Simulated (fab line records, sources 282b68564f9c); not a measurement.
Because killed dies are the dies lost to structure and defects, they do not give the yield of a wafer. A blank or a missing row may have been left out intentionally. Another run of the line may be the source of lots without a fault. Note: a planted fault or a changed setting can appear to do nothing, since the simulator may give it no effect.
2 desks, one fault	flow rit_cmos	what lay behind the numbers comes last; until then each desk has only its own

## AT THE TOOL OWNER'S DESK: litho_track-01
The tool's own readings at RIT_CONTACT_DEVELOP_07 (develop time 120 s): means of the sampled wafers that have a number, for each lot that ran on this tool. Any lot whose mean is over 4 standard deviations away from the usual mean is out of limits and marked OUT; that distance is given in the brackets.
Columns: A = developer_temp_C at RIT_CONTACT_DEVELOP_07, usual 22.98 C
lot	first seen here	A
L282	day 5 05:00	23.07
L287	day 6 06:00	23.61 (+6.3) OUT
L288	day 6 07:00	23.76 (+7.8) OUT
Finding of this desk: L287, L288 out of limits; the first was L287 at day 6 06:00, on developer_temp_C at RIT_CONTACT_DEVELOP_07. In limits: L282.

## FROM THE METROLOGY DESK
Means of the sampled wafers that have a number, per lot and without regard to the tool the lot ran on: this is what the gauges read. Any lot whose mean is over 4 standard deviations away from the usual mean is out of limits and marked OUT; that distance is given in the brackets.
Columns: A = PRETRO_TW at RIT_PRETRO_TW_MEAS_10, usual 474
lot	first seen here	A
L274	day 2 07:49	474
L275	day 2 12:20	470
L276	day 2 18:40	469
L277	day 2 23:20	475
L278	day 3 05:09	471
L279	day 3 08:07	477
L280	day 3 14:02	471
L281	day 3 19:31	470
L282	day 4 01:36	469
L287	day 5 07:28	476
L288	day 5 10:26	476
L294	day 6 11:50	478
L295	day 6 15:52	479
L297	day 7 04:47	473
This desk found nothing out of limits on any of the 14 lots.

## PUT TOGETHER
An alarm could have come from the tool owner's desk at day 6 06:00, on L287, L288.
At the metrology desk, nothing out of limits was observed.
The metrology desk holds a record of L287, L288, inside its limits.
All the named lots went through RIT_CONTACT_DEVELOP_07 on litho_track-01.

## WHAT THE SIMULATOR HAD PUT IN
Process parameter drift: litho_track-01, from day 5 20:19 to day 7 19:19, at RIT_CONTACT_DEVELOP_07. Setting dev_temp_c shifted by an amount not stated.
Struck lots among those shown: L287, L288.
Hours from the fault's start to each desk's first reading out of limits: the tool owner's desk, 10.
